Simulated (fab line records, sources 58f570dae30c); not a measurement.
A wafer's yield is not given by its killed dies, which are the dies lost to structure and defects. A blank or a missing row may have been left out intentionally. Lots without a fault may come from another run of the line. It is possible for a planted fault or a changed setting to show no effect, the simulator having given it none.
One fault through the eyes of 2 desks / flow berkeley_cmos170 / each desk has only its own numbers; what lay behind them comes last

## THE TOOL OWNER'S DESK: rie_diel-02
The tool's own readings at UCB170_M2_ETCH_17 (etches BARC in N2/H2): means of the sampled wafers that have a number, for each lot that ran on this tool. A lot is out of limits, marked OUT, if its mean lies more than 4 standard deviations from the usual mean; the brackets give that distance.
Columns: A = bias_w at UCB170_M2_ETCH_17, usual 100.0 W; B = drypump_motor_current_A at UCB170_M2_ETCH_17, usual 5.6 A; C = oes_product_au at UCB170_M2_ETCH_17, usual 0.997 a.u.; D = rf_fwd_power_W at UCB170_M2_ETCH_17, usual 494.4 W; E = throttle_valve_pct at UCB170_M2_ETCH_17, usual 13.30 %
lot=L297; first seen here=day 10 02:10; A=100.1; B=5.4; C=0.991; D=494.1; E=13.07
lot=L300; first seen here=day 10 04:04; A=99.9; B=5.5; C=0.984; D=494.2; E=13.04
lot=L298; first seen here=day 10 05:04; A=100.2; B=5.3; C=0.992; D=494.2; E=13.34
lot=L305; first seen here=day 11 18:21; A=85.8 (-46) OUT; B=5.5; C=0.937; D=493.1; E=13.23
This desk finds L305 out of limits, L305 being first, at day 11 18:21 (bias_w at UCB170_M2_ETCH_17). Within limits: L297, L300, L298.

## FROM THE METROLOGY DESK
Lot by lot, what the gauges showed, no matter which tool ran the lot: averages of those sampled wafers that carry a number. A lot is out of limits, marked OUT, if its mean lies more than 4 standard deviations from the usual mean; the brackets give that distance.
Columns: A = START_OXIDE_THK at UCB170_START_THK_MEAS_03, usual 20.3 nm
lot=L293; first seen here=day 1 13:00; A=19.9
lot=L298; first seen here=day 2 13:04; A=20.0
lot=L297; first seen here=day 2 13:04; A=20.4
lot=L299; first seen here=day 2 21:23; A=20.5
lot=L300; first seen here=day 3 01:18; A=20.8
lot=L305; first seen here=day 4 03:02; A=20.1
lot=L308; first seen here=day 4 14:47; A=19.9
lot=L310; first seen here=day 5 07:02; A=19.9
lot=L311; first seen here=day 5 07:02; A=20.0
lot=L312; first seen here=day 5 16:29; A=20.1
lot=L313; first seen here=day 5 16:29; A=20.2
lot=L314; first seen here=day 5 23:44; A=20.6
lot=L315; first seen here=day 6 08:34; A=20.1
This desk's verdict: no lot among the 13 shows anything out of limits.

## BROUGHT TOGETHER
An alarm could have come from the tool owner's desk at day 11 18:21, on L305.
Nothing out of limits was seen by the metrology desk.
The metrology desk has L305 on record, within its limits.
Of the lots named, all ran UCB170_M2_ETCH_17 on rie_diel-02.

## WHAT THE SIMULATOR PUT IN
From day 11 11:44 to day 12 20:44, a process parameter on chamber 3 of rie_diel-02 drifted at UCB170_M2_ETCH_17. Setting bias_w shifted by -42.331 from 100. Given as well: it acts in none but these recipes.
Lots struck among those shown: L305.
How many hours passed from the start of the fault until each desk's first out-of-limits reading: the tool owner's desk, 7.
